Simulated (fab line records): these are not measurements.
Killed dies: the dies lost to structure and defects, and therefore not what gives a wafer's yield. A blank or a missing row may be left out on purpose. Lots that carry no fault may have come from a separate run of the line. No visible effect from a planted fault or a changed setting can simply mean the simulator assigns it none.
Problem report, 8D (eight disciplines) form, completed by code -- flow rit cmos -- the parts of the form that need people (team, actions taken, sign-off) are left out

1. WHAT IS WRONG
cd nm at RIT_M1_CD_MEAS_09 reads a mean of 2624.4 nm on 6 wafers of 2 lots; wafers without a fault read 2600.5 nm with a standard deviation of 1.9. That puts it +13 standard deviations away from the usual mean.
The step: target cd 2600 nm.
First observed at day 5 20:40: wafer L122.2, on cd sem-02. At this step, 42 wafers from 14 lots have a number in the record. Rule for "out", or "out of limits": more than 4 standard deviations from the usual mean. The other wafers with a number count as sound.

2. WHAT IT IS; WHAT IT IS NOT
question,is,is not
which readings at this step,cd nm,-
which lots,"L122, L124","L111, L113, L114, L116, L117, L118, L120, L123, L128, L130, L131, L133"
which wafers of those lots,all that have a number,-
read on which gauges,"cd sem-01, cd sem-02",-
when,from day 5 20:40,"up to then (21 sound wafers); but 15 sound wafers of L123, L128, L130, L131, L133 came after"

3. WHAT RULES OUT EACH SUSPECT
Counting: a tool at any process step up to the reading remains a suspect when it ran all the lots that are out and ran no sound lot after the first of those.
- the gauge at RIT_M1_CD_MEAS_09 is ruled out. Those wafers that are out were read across 2 gauges (cd sem-01, cd sem-02).
- iline stepper-01 at RIT_M1_EXPOSE_06 (exposes mask M12, target cd 2600 nm): kept. It ran every lot that is out, first L122 (day 5 20:14), and no sound lot after that; its last sound lot up to then is L114 (day 4 04:50). Its own readings are out on those wafers: exposure dose mJ cm2.
Remaining after the count: iline stepper-01 at RIT_M1_EXPOSE_06.

4. THE CAUSE (what the simulator had put in)
Drift in process parameters on iline stepper-01 at RIT_M1_EXPOSE_06, starting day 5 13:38. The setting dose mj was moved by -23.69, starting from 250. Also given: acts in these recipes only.
After counting, this tool was the only one left.

5. THE EFFECT CHAIN, in route order
Rows list readings where the struck wafers' mean (over those with a number) sits beyond 3 standard deviations from the usual. Readings are gone through only where the record gives a usual standard deviation; hours: the median, over the lots, of the time from a lot's start at the first step in this table giving one to that lot's start at this step; sigmas: the change measured in usual standard deviations.
hours,step,reading,usual,on struck wafers,change,sigmas
0,RIT_M1_EXPOSE_06,exposure dose mJ cm2,248.37,227.26,-21.11,-84
0,RIT_M1_CD_MEAS_09,cd nm,2600.5 nm,2624.4,+23.9,+13
It contains these process steps:
- RIT_M1_EXPOSE_06: exposes mask M12, target cd 2600 nm.

6. WHAT WOULD HAVE CAUGHT IT SOONER
7 hours passed between the start of the fault at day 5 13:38 and the first reading out of limits at a measuring or inspecting step in this record, taken at day 5 20:40.
At RIT_M1_EXPOSE_06, the tool's own readings (exposure dose mJ cm2) were out on each struck wafer the step has a row for, so an alarm limit on them would have fired on the first such wafer.
Of the lots that are out (2), L124 began RIT_M1_EXPOSE_06 on iline stepper-01 after day 5 20:40. A hold on the tool at that time would have spared it.
